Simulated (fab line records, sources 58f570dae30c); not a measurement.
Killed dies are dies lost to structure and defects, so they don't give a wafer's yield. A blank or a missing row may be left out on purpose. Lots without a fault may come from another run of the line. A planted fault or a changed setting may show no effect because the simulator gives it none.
One fault seen from 2 desks | flow berkeley_cmos170 | each desk has only its own numbers; what lay behind them comes last

THE METROLOGY DESK
What the gauges read, lot by lot, whatever tool the lot ran on: means of the sampled wafers that have a number. A lot is out of limits, marked OUT, if its mean lies more than 4 standard deviations from the usual mean; the brackets give that distance.
Columns: A = PWELL_NITRIDE_THK at UCB170_PWELL_THK_MEAS_06, usual 220.5 nm; B = PWELL_OVL at UCB170_PWELL_OVL_MEAS_13, usual 5 nm
lot  | first seen here | A     | B
L943 | day 3 09:14     | 218.9 | 11
L946 | day 3 23:16     | 221.5 | 5
L945 | day 3 23:17     | 221.2 | 9
L947 | day 3 23:17     | 220.2 | 9
L948 | day 4 18:43     | 221.4 | 11
L954 | day 5 15:47     | 223.6 | 3
L953 | day 5 15:48     | 222.8 | 3
L956 | day 6 13:35     | 216.4 | -2
L957 | day 6 13:36     | 218.1 | -
L959 | day 6 18:32     | 219.8 | -
L960 | day 7 05:59     | 220.7 | 3
L961 | day 7 05:59     | 219.8 | 6
L964 | day 7 19:04     | 220.3 | 1
L966 | day 8 02:53     | 221.3 | 3
This desk's finding: nothing out of limits on any of the 14 lots.

THE TOOL OWNER'S DESK: krf_scanner-01
The tool's own readings at UCB170_PWELL_EXPOSE_10 (exposes mask PWELL, target cd 3000 nm): means of the sampled wafers that have a number, for each lot that ran on this tool. A lot is out of limits, marked OUT, if its mean lies more than 4 standard deviations from the usual mean; the brackets give that distance.
Columns: A = exposure_dose_mJ_cm2 at UCB170_PWELL_EXPOSE_10, usual 19.001; B = focus_offset_nm at UCB170_PWELL_EXPOSE_10, usual 0.1 nm
lot  | first seen here | A      | B
L946 | day 3 23:46     | 18.999 | 0.9
L947 | day 4 00:19     | 19.005 | -0.4
L948 | day 4 20:02     | 18.981 | 0.7
L961 | day 7 07:46     | 18.991 | -0.1
This desk's finding: nothing out of limits on any of the 4 lots.

PUT TOGETHER
The metrology desk saw nothing out of limits.
The tool owner's desk saw nothing out of limits.

WHAT THE SIMULATOR HAD PUT IN
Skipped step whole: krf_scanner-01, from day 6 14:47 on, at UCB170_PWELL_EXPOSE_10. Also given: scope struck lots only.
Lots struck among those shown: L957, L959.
